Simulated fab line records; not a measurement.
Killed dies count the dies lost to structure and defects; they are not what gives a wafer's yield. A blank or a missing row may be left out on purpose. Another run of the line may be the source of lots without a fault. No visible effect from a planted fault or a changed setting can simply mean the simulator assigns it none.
Which of the tools did it? + flow rit cmos + 14 lots with 42 wafers sampled at 3 steps, on a route of 202 steps

== WHAT EACH GAUGE READ, for each wafer ==
RIT_PSD_TW_MEAS_10.
| lot  | measured    | on            | PSD_TW         |
|------|-------------|---------------|----------------|
| L471 | day 3 07:08 | film metro-04 | 3490 3484 3495 |
| L472 | day 3 11:07 | film metro-02 | 3391 3391 3403 |
| L473 | day 3 16:11 | film metro-02 | 3408 3408 3425 |
| L474 | day 3 19:37 | film metro-02 | 3373 3381 3403 |
| L475 | day 4 03:03 | film metro-04 | 3612 3614 3611 |
| L476 | day 4 08:19 | film metro-04 | 3435 3456 3463 |
| L481 | day 5 08:24 | film metro-03 | 3609 3592 3573 |
| L484 | day 5 20:19 | film metro-03 | 3443 3423 3432 |
| L485 | day 6 03:20 | film metro-04 | 3487 3479 3485 |
| L487 | day 6 10:46 | film metro-02 | 3408 3397 3397 |
| L488 | day 6 16:38 | film metro-03 | 3430 3420 3429 |
| L492 | day 7 10:54 | film metro-04 | 3452 3461 3462 |
| L493 | day 7 19:43 | film metro-02 | 3444 3454 3461 |
| L494 | day 7 21:13 | film metro-03 | 3458 3465 3449 |

RIT_SDANNEAL_RS_MEAS_04: measurement is done with a four-point probe.
| lot  | measured    | on            | PSD_RS (ohm/sq)      |
|------|-------------|---------------|----------------------|
| L471 | day 3 07:38 | film metro-03 | 116.07 116.24 115.92 |
| L472 | day 3 11:38 | film metro-04 | 115.88 115.87 115.95 |
| L473 | day 3 16:51 | film metro-03 | 115.36 115.60 116.10 |
| L474 | day 3 20:29 | film metro-04 | 116.16 116.22 116.23 |
| L475 | day 4 03:32 | film metro-02 | 108.41 108.21 108.26 |
| L476 | day 4 08:48 | film metro-03 | 115.84 115.46 115.54 |
| L481 | day 5 08:55 | film metro-04 | 108.18 107.97 107.85 |
| L484 | day 5 20:48 | film metro-03 | 115.84 116.02 116.09 |
| L485 | day 6 03:52 | film metro-02 | 115.77 115.95 115.85 |
| L487 | day 6 11:15 | film metro-04 | 116.07 115.86 115.96 |
| L488 | day 6 17:10 | film metro-02 | 116.26 115.96 115.87 |
| L492 | day 7 11:25 | film metro-03 | 116.13 116.00 116.37 |
| L493 | day 7 20:13 | film metro-03 | 116.38 116.55 116.28 |
| L494 | day 7 21:43 | film metro-03 | 115.89 115.56 115.83 |

== EACH LOT AND THE TOOL THAT RAN IT (in order: tool; ch and the chambers of the sampled wafers; start) ==
| lot  | RIT_PSD_IMPLANT_08             |
|------|--------------------------------|
| L471 | implanter-04 ch 0, day 3 06:50 |
| L472 | implanter-01 ch 0, day 3 10:47 |
| L473 | implanter-01 ch 0, day 3 15:52 |
| L474 | implanter-02 ch 0, day 3 19:19 |
| L475 | implanter-01 ch 0, day 4 02:43 |
| L476 | implanter-04 ch 0, day 4 07:59 |
| L481 | implanter-01 ch 0, day 5 08:07 |
| L484 | implanter-02 ch 0, day 5 20:00 |
| L485 | implanter-02 ch 0, day 6 03:01 |
| L487 | implanter-02 ch 0, day 6 10:26 |
| L488 | implanter-04 ch 0, day 6 16:20 |
| L492 | implanter-02 ch 0, day 7 10:35 |
| L493 | implanter-02 ch 0, day 7 19:25 |
| L494 | implanter-01 ch 0, day 7 20:53 |
- RIT_PSD_IMPLANT_08

== AS READ BY THE TOOLS THEMSELVES (means over the sampled wafers that have a number; for cases with no such wafer, the mark the record gives instead) ==
RIT_PSD_IMPLANT_08.
| lot  | tool         | beam on s (s) | dose ions cm2 |
|------|--------------|---------------|---------------|
| L471 | implanter-04 | 14.3          | 5e+15         |
| L472 | implanter-01 | 12.2          | 5e+15         |
| L473 | implanter-01 | 12.3          | 5e+15         |
| L474 | implanter-02 | 12.3          | 5e+15         |
| L475 | implanter-01 | 23.0          | 1e+16         |
| L476 | implanter-04 | 14.4          | 5e+15         |
| L481 | implanter-01 | 23.9          | 1e+16         |
| L484 | implanter-02 | 12.3          | 5e+15         |
| L485 | implanter-02 | 12.6          | 5e+15         |
| L487 | implanter-02 | 12.7          | 5e+15         |
| L488 | implanter-04 | 14.4          | 5e+15         |
| L492 | implanter-02 | 12.6          | 5e+15         |
| L493 | implanter-02 | 12.5          | 5e+15         |
| L494 | implanter-01 | 12.2          | 5e+15         |

== THE ANSWER, worked out from the rows above alone ==
Rule: what is usual is taken from the lots themselves. The widest of any qualifying gaps counts: lots, ordered by their means at a reading, are off when they make up no more than a third of the lots, leave a main group of 4 or more, and stand apart from it by 3 or more times the standard deviation of that group's means. If all means in a main group match to the digits the tables above print for the reading, that group is not used. A lot without any number at a reading at which 4 lots or more have one is off too. Any other lot the step has rows for is counted as sound. After the gauges, taken in route order, come the tools' own readings; for these a lot's mean is taken, as printed above. The first step at which some lot is off is used, and at that step the reading that is off furthest; a lot without a number counts as furthest.
Off: L475, L481, seen at RIT_PSD_TW_MEAS_10 (PSD_TW). The main group has a mean of 3437 with a standard deviation of 33.
A tool fits if, at a process step before that reading, it ran every lot that is off, and no sound lot after the first of them. The gauges at RIT_PSD_TW_MEAS_10 aren't tried: what is off there is off at RIT_PSD_IMPLANT_08 too, on other tools, and a gauge's error can't cause that. Not one of the candidates tried fits.

== WHAT WAS PUT IN BY THE SIMULATOR ==
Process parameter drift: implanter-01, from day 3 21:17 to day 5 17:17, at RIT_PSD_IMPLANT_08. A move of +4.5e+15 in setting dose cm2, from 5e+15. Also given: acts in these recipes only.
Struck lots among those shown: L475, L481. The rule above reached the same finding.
